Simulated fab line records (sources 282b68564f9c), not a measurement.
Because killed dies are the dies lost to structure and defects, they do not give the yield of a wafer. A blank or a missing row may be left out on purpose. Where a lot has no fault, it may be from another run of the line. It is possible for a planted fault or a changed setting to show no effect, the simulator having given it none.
Tool commonality check + flow rit cmos + 10 lots, 30 wafers sampled

## THE REASON FOR OPENING IT
Of 10 lots, 2 have the reading NRETRO_OVL flagged at RIT_NRETRO_OVL_MEAS_06. Wafers without a fault read 0.5 nm, standard deviation 1.4.
Rule: a lot is flagged in two cases, either no wafer of it has a number, or all its wafers with numbers fall more than 4 standard deviations from that mean. The rest of the lots are taken to be sound.

| lot  | measured    | on         | NRETRO_OVL (nm), wafer by wafer | flag    |
|------|-------------|------------|---------------------------------|---------|
| L667 | day 2 07:12 | overlay-02 | -0.7 0.3 -0.4                   |         |
| L668 | day 2 10:02 | overlay-01 | 0.3 0.9 0.5                     |         |
| L669 | day 2 15:16 | overlay-01 | -0.7 -1.0 -0.4                  |         |
| L670 | day 2 20:55 | overlay-02 | 0.9 1.8 0.4                     |         |
| L671 | day 3 01:44 | overlay-01 | 1.2 0.2 2.5                     |         |
| L679 | day 4 18:02 | overlay-02 | 421.7 421.7 420.6               | FLAGGED |
| L680 | day 4 22:39 | overlay-01 | 422.2 420.4 420.7               | FLAGGED |
| L682 | day 5 12:16 | overlay-01 | 1.3 1.5 -0.4                    |         |
| L685 | day 6 04:15 | overlay-01 | 0.6 -1.0 -0.9                   |         |
| L687 | day 6 09:31 | overlay-02 | -1.7 -1.3 -1.4                  |         |
The numbers of the flagged lots are 421.2 nm on average: +420.7 nm against the usual, or +99 or more standard deviations.

## LOT BY LOT: THE TOOL USED
The record keeps 1 process step preceding the reading, out of 202 steps on the route. Read each cell as the tool, then ch plus the chambers that the sampled wafers visited, then the start.
| lot  | flag    | RIT_NRETRO_EXPOSE_03               |
|------|---------|------------------------------------|
| L667 |         | iline stepper-01 ch 0, day 2 06:47 |
| L668 |         | iline stepper-02 ch 0, day 2 09:37 |
| L669 |         | iline stepper-02 ch 0, day 2 14:50 |
| L670 |         | iline stepper-02 ch 0, day 2 20:29 |
| L671 |         | iline stepper-02 ch 0, day 3 01:09 |
| L679 | FLAGGED | iline stepper-01 ch 0, day 4 17:37 |
| L680 | FLAGGED | iline stepper-01 ch 0, day 4 22:16 |
| L682 |         | iline stepper-02 ch 0, day 5 11:51 |
| L685 |         | iline stepper-02 ch 0, day 6 03:50 |
| L687 |         | iline stepper-02 ch 0, day 6 09:07 |
What these steps do:
- RIT_NRETRO_EXPOSE_03: exposes mask M4, target cd 43900 nm.
- RIT_NRETRO_OVL_MEAS_06

## FLAGGED OVER TOTAL, TOOL BY TOOL (the gauges that took the reading come last)
| step                   | tool             | lots run | flagged | share of the flagged lots | sound lots run after its first flagged lot |
|------------------------|------------------|----------|---------|---------------------------|--------------------------------------------|
| RIT_NRETRO_EXPOSE_03   | iline stepper-01 | 3        | 2       | all                       | 0                                          |
| RIT_NRETRO_EXPOSE_03   | iline stepper-02 | 7        | 0       | none                      | -                                          |
| RIT_NRETRO_OVL_MEAS_06 | overlay-01       | 6        | 1       | some                      | 2 (L682,L685)                              |
| RIT_NRETRO_OVL_MEAS_06 | overlay-02       | 4        | 1       | some                      | 1 (L687)                                   |

## WHAT THE TABLE ALLOWS
1 row of the table ran every flagged lot: iline stepper-01 at RIT_NRETRO_EXPOSE_03.
- iline stepper-01 at RIT_NRETRO_EXPOSE_03: 2 of its 3 lots flagged. Its last sound lot is L667 (day 2 06:47), its first flagged lot L679 (day 4 17:37): a fault that began between those two fits.
Just one tool remains: iline stepper-01 at RIT_NRETRO_EXPOSE_03.

## WHAT HAD BEEN PUT IN BY THE SIMULATOR
Scanner matching overlay: iline stepper-01, from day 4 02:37 on, at RIT_NRETRO_EXPOSE_03. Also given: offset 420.
Shown lots that were struck: L679, L680. This agrees with what the rule above found.
